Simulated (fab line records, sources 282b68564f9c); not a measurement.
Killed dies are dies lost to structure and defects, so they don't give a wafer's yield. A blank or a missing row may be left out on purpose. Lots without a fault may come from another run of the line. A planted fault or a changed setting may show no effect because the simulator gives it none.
Which tool did it? | flow rit_cmos | 12 lots, 36 wafers sampled, at 2 steps of a route of 202

WHAT THE GAUGES READ, wafer by wafer
RIT_CONTACT_CD_MEAS_08: target cd 1000 nm. Usual: cd_nm 999.8 nm, standard deviation 2.7.
lot  | measured    | on        | cd_nm (nm)           | flag
L245 | day 3 09:08 | cd_sem-02 | 997.6 997.7 998.0    |
L246 | day 3 13:19 | cd_sem-02 | 998.3 998.8 999.4    |
L247 | day 3 20:00 | cd_sem-02 | 1003.1 1001.7 1002.4 |
L248 | day 4 03:35 | cd_sem-02 | 1000.4 1002.6 1002.0 |
L249 | day 4 13:14 | cd_sem-01 | 1001.9 1001.2 1003.2 |
L251 | day 4 14:58 | cd_sem-02 | 1000.4 1002.5 1000.7 |
L255 | day 5 11:16 | cd_sem-01 | 1006.3 1008.1 1005.2 |
L259 | day 6 06:37 | cd_sem-01 | 1010.8 1016.7 1011.7 | OFF
L261 | day 6 13:41 | cd_sem-02 | 996.9 997.8 999.5    |
L263 | day 7 04:26 | cd_sem-01 | 998.7 1000.7 1000.7  |
L264 | day 7 07:26 | cd_sem-02 | 996.2 997.3 1000.1   |
L267 | day 7 23:35 | cd_sem-02 | 997.1 998.2 998.2    |

WHICH TOOL RAN EACH LOT (tool, then ch and the chambers of the sampled wafers, then the start)
lot  | RIT_CONTACT_EXPOSE_05
L245 | iline_stepper-01 ch 0, day 3 08:27
L246 | iline_stepper-02 ch 0, day 3 12:48
L247 | iline_stepper-01 ch 0, day 3 19:26
L248 | iline_stepper-01 ch 0, day 4 03:04
L249 | iline_stepper-01 ch 0, day 4 12:43
L251 | iline_stepper-01 ch 0, day 4 14:26
L255 | iline_stepper-01 ch 0, day 5 10:37
L259 | iline_stepper-01 ch 0, day 6 06:04
L261 | iline_stepper-02 ch 0, day 6 13:10
L263 | iline_stepper-02 ch 0, day 7 03:55
L264 | iline_stepper-02 ch 0, day 7 06:55
L267 | iline_stepper-02 ch 0, day 7 23:04
- RIT_CONTACT_EXPOSE_05: exposes mask M11, target cd 1000 nm.

WHAT THE TOOLS THEMSELVES READ (means of the sampled wafers that have a number; where no wafer has one, the mark that the record gives instead)
RIT_CONTACT_EXPOSE_05. Usual: exposure_dose_mJ_cm2 249.95, standard deviation 0.22.
lot  | tool             | exposure_dose_mJ_cm2 | flag
L245 | iline_stepper-01 | 250.02               |
L246 | iline_stepper-02 | 249.84               |
L247 | iline_stepper-01 | 250.16               |
L248 | iline_stepper-01 | 250.13               |
L249 | iline_stepper-01 | 249.99               |
L251 | iline_stepper-01 | 250.03               |
L255 | iline_stepper-01 | 250.32               |
L259 | iline_stepper-01 | 246.76               | OFF
L261 | iline_stepper-02 | 249.79               |
L263 | iline_stepper-02 | 249.76               |
L264 | iline_stepper-02 | 249.69               |
L267 | iline_stepper-02 | 249.88               |

THE ANSWER, worked out from the rows above alone
Rule: a lot is off if the mean of its wafers that have a number lies more than 3 standard deviations from the usual mean. A lot without any number at a reading at which 4 lots or more have one is off too. The other lots that the step has rows for count as sound. The gauges are gone through in route order, then the tools' own readings, and for those a lot's mean is taken as printed above. The first step at which some lot is off is used, and at that step the reading that is off furthest; a lot without a number counts as furthest.
Off: L259, at RIT_CONTACT_CD_MEAS_08 (cd_nm).
A tool fits if, at a process step before that reading, it ran every lot that is off, and no sound lot after the first of them. The gauges at RIT_CONTACT_CD_MEAS_08 aren't tried: what is off there is off at RIT_CONTACT_EXPOSE_05 too, on other tools, and a gauge's error can't cause that. One fits: iline_stepper-01 at RIT_CONTACT_EXPOSE_05. Its last sound lot is L255 (day 5 10:37), its first lot that is off L259 (day 6 06:04): a fault that began between those two fits.
The tool's own readings at RIT_CONTACT_EXPOSE_05 bear it out: on the lots that are off they differ by more than 5 times the standard deviation of the sound lots' means. exposure_dose_mJ_cm2 reads 246.76 there against 249.96 on the sound lots.

WHAT THE SIMULATOR HAD PUT IN
Process parameter drift: iline_stepper-01, from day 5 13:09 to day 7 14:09, at RIT_CONTACT_EXPOSE_05. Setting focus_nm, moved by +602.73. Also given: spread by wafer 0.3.
Lots struck among those shown: L259. The rule above found the same.
